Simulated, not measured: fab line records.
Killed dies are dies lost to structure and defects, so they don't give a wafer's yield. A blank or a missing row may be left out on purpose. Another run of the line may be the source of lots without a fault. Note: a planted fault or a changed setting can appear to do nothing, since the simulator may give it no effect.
Which tool did it? / flow berkeley cmos170 / 10 lots, 30 wafers sampled, at 5 steps of a route of 331

== WHAT EACH GAUGE READ, for each wafer ==
UCB170_PVT_OVL_MEAS_06. Usual: PVT_OVL typically reads -2 nm, with standard deviation 6.7.
lot=L542; measured=day 6 09:35; on=overlay-02; PVT_OVL (nm)=2 -2 3; flag=
lot=L539; measured=day 6 09:52; on=overlay-01; PVT_OVL (nm)=-15 -13 -8; flag=
lot=L540; measured=day 6 10:08; on=overlay-02; PVT_OVL (nm)=5 -3 4; flag=
lot=L547; measured=day 7 07:12; on=overlay-01; PVT_OVL (nm)=4 7 4; flag=
lot=L561; measured=day 10 03:47; on=overlay-01; PVT_OVL (nm)=6 2 3; flag=
lot=L560; measured=day 10 04:04; on=overlay-02; PVT_OVL (nm)=-12 -9 -2; flag=
lot=L558; measured=day 10 03:53; on=overlay-02; PVT_OVL (nm)=4 -3 3; flag=
lot=L557; measured=day 10 04:00; on=overlay-01; PVT_OVL (nm)=0 0 7; flag=
lot=L559; measured=day 10 04:26; on=overlay-01; PVT_OVL (nm)=6 7 12; flag=
lot=L562; measured=day 10 14:35; on=overlay-02; PVT_OVL (nm)=-5 -6 -7; flag=

UCB170_NLDD_OVL_MEAS_07. Usual: NLDD_OVL typically reads 1 nm, with standard deviation 6.4.
lot=L542; measured=day 7 05:25; on=overlay-01; NLDD_OVL (nm)=4 -1 -2; flag=
lot=L539; measured=day 7 05:57; on=overlay-01; NLDD_OVL (nm)=12 6 12; flag=
lot=L540; measured=day 7 06:08; on=overlay-02; NLDD_OVL (nm)=-7 -5 -6; flag=
lot=L547; measured=day 7 21:16; on=overlay-01; NLDD_OVL (nm)=-3 -6 -7; flag=
lot=L561; measured=day 10 22:20; on=overlay-02; NLDD_OVL (nm)=4 7 4; flag=
lot=L560; measured=day 10 22:41; on=overlay-01; NLDD_OVL (nm)=-5 -1 0; flag=
lot=L558; measured=day 10 21:10; on=overlay-01; NLDD_OVL (nm)=-3 -2 -10; flag=
lot=L557; measured=day 10 22:13; on=overlay-01; NLDD_OVL (nm)=11 3 9; flag=
lot=L559; measured=day 10 22:28; on=overlay-02; NLDD_OVL (nm)=9 4 7; flag=
lot=L562; measured=day 11 08:04; on=overlay-02; NLDD_OVL (nm)=-14 -9 -6; flag=

UCB170_CONTACT_THK_MEAS_02. Usual: CONTACT_PSG_THK typically reads 699 nm, with standard deviation 6.
lot=L542; measured=day 7 19:40; on=film metro-02; CONTACT_PSG_THK (nm)=882 885 880; flag=OFF
lot=L539; measured=day 7 20:22; on=film metro-01; CONTACT_PSG_THK (nm)=705 704 704; flag=
lot=L540; measured=day 7 21:26; on=film metro-04; CONTACT_PSG_THK (nm)=877 871 883; flag=OFF
lot=L547; measured=day 8 10:05; on=film metro-02; CONTACT_PSG_THK (nm)=702 704 704; flag=
lot=L561; measured=day 11 13:25; on=film metro-04; CONTACT_PSG_THK (nm)=707 698 702; flag=
lot=L560; measured=day 11 14:25; on=film metro-04; CONTACT_PSG_THK (nm)=688 686 690; flag=
lot=L558; measured=day 11 14:25; on=film metro-02; CONTACT_PSG_THK (nm)=694 691 700; flag=
lot=L557; measured=day 11 12:40; on=film metro-04; CONTACT_PSG_THK (nm)=692 696 695; flag=
lot=L559; measured=day 11 14:25; on=film metro-01; CONTACT_PSG_THK (nm)=698 693 691; flag=
lot=L562; measured=day 11 22:33; on=film metro-04; CONTACT_PSG_THK (nm)=693 697 697; flag=

== EACH LOT AND THE TOOL THAT RAN IT (in order: tool; ch and the chambers of the sampled wafers; start) ==
lot=L542; UCB170_NVT_STRIP_08=plasma asher-01 ch 0,1, day 6 05:58; UCB170_CONTACT_CVD_01=lpcvd-01 ch 0, day 7 17:52
lot=L539; UCB170_NVT_STRIP_08=plasma asher-03 ch 0,1, day 6 06:31; UCB170_CONTACT_CVD_01=lpcvd-02 ch 1, day 7 17:40
lot=L540; UCB170_NVT_STRIP_08=plasma asher-01 ch 0,1, day 6 06:35; UCB170_CONTACT_CVD_01=lpcvd-01 ch 0, day 7 19:39
lot=L547; UCB170_NVT_STRIP_08=plasma asher-03 ch 0,1, day 7 05:10; UCB170_CONTACT_CVD_01=lpcvd-02 ch 0, day 8 08:17
lot=L561; UCB170_NVT_STRIP_08=plasma asher-02 ch 0,1, day 9 23:46; UCB170_CONTACT_CVD_01=lpcvd-01 ch 1, day 11 10:43
lot=L560; UCB170_NVT_STRIP_08=plasma asher-01 ch 0,1, day 10 00:02; UCB170_CONTACT_CVD_01=lpcvd-02 ch 0, day 11 12:38
lot=L558; UCB170_NVT_STRIP_08=plasma asher-03 ch 0,1, day 10 00:08; UCB170_CONTACT_CVD_01=lpcvd-02 ch 1, day 11 12:38
lot=L557; UCB170_NVT_STRIP_08=plasma asher-02 ch 0,1, day 10 00:24; UCB170_CONTACT_CVD_01=lpcvd-02 ch 0, day 11 10:50
lot=L559; UCB170_NVT_STRIP_08=plasma asher-01 ch 0,1, day 10 00:29; UCB170_CONTACT_CVD_01=lpcvd-02 ch 0, day 11 12:38
lot=L562; UCB170_NVT_STRIP_08=plasma asher-01 ch 0,1, day 10 13:02; UCB170_CONTACT_CVD_01=lpcvd-01 ch 1, day 11 20:46
- UCB170_NVT_STRIP_08: strips in O2.
- UCB170_CONTACT_CVD_01: deposits PSG from SiH4/O2/PH3, target thk 700 nm, time 2820 s.

== AS READ BY THE TOOLS THEMSELVES (means over the sampled wafers that have a number; for cases with no such wafer, the mark the record gives instead) ==
UCB170_NVT_STRIP_08. Usual: drypump motor current A 5.1 A, standard deviation 0.44; oes product au 0.734 a.u., standard deviation 0.0045; strip time to endpoint s 21.62 s, standard deviation 0.062.
lot=L542; tool=plasma asher-01; drypump motor current A (A)=4.8; oes product au (a.u.)=0.731; strip time to endpoint s (s)=21.64; flag=
lot=L539; tool=plasma asher-03; drypump motor current A (A)=4.9; oes product au (a.u.)=0.733; strip time to endpoint s (s)=21.63; flag=
lot=L540; tool=plasma asher-01; drypump motor current A (A)=4.8; oes product au (a.u.)=0.734; strip time to endpoint s (s)=21.63; flag=
lot=L547; tool=plasma asher-03; drypump motor current A (A)=4.9; oes product au (a.u.)=0.730; strip time to endpoint s (s)=21.63; flag=
lot=L561; tool=plasma asher-02; drypump motor current A (A)=5.9; oes product au (a.u.)=0.735; strip time to endpoint s (s)=21.52; flag=
lot=L560; tool=plasma asher-01; drypump motor current A (A)=4.8; oes product au (a.u.)=0.735; strip time to endpoint s (s)=21.54; flag=
lot=L558; tool=plasma asher-03; drypump motor current A (A)=4.9; oes product au (a.u.)=0.733; strip time to endpoint s (s)=21.60; flag=
lot=L557; tool=plasma asher-02; drypump motor current A (A)=5.9; oes product au (a.u.)=0.735; strip time to endpoint s (s)=21.55; flag=
lot=L559; tool=plasma asher-01; drypump motor current A (A)=5.1; oes product au (a.u.)=0.733; strip time to endpoint s (s)=21.65; flag=
lot=L562; tool=plasma asher-01; drypump motor current A (A)=5.0; oes product au (a.u.)=0.739; strip time to endpoint s (s)=21.71; flag=

UCB170_CONTACT_CVD_01. Usual: o2 flow sccm reads 90.02 sccm (standard deviation 0.27).
lot=L542; tool=lpcvd-01; o2 flow sccm (sccm)=135.09; flag=OFF
lot=L539; tool=lpcvd-02; o2 flow sccm (sccm)=90.27; flag=
lot=L540; tool=lpcvd-01; o2 flow sccm (sccm)=135.24; flag=OFF
lot=L547; tool=lpcvd-02; o2 flow sccm (sccm)=89.90; flag=
lot=L561; tool=lpcvd-01; o2 flow sccm (sccm)=90.04; flag=
lot=L560; tool=lpcvd-02; o2 flow sccm (sccm)=90.02; flag=
lot=L558; tool=lpcvd-02; o2 flow sccm (sccm)=90.00; flag=
lot=L557; tool=lpcvd-02; o2 flow sccm (sccm)=89.82; flag=
lot=L559; tool=lpcvd-02; o2 flow sccm (sccm)=89.68; flag=
lot=L562; tool=lpcvd-01; o2 flow sccm (sccm)=90.10; flag=

== THE ANSWER, worked out from the rows above alone ==
Rule: a lot counts as off when the mean over its wafers that have a number is more than 3 standard deviations away from the usual mean. A lot without any number at a reading at which 4 lots or more have one is off too. Where the step has rows for the other lots, those lots are counted as sound. First the gauges in route order, then the tools' own readings, where a lot's mean is used as printed above. The first step at which some lot is off is used, and at that step the reading that is off furthest; a lot without a number counts as furthest.
Off: at UCB170_CONTACT_THK_MEAS_02 (CONTACT_PSG_THK), L542, L540.
If a tool, at a process step before that reading, ran all the lots that are off and no sound lot after the first of them, it fits. The gauges at UCB170_CONTACT_THK_MEAS_02 aren't tried: what is off there is off at UCB170_CONTACT_CVD_01 too, on other tools, and a gauge's error can't cause that. Of those tried, none fits.

== WHAT WAS PUT IN BY THE SIMULATOR ==
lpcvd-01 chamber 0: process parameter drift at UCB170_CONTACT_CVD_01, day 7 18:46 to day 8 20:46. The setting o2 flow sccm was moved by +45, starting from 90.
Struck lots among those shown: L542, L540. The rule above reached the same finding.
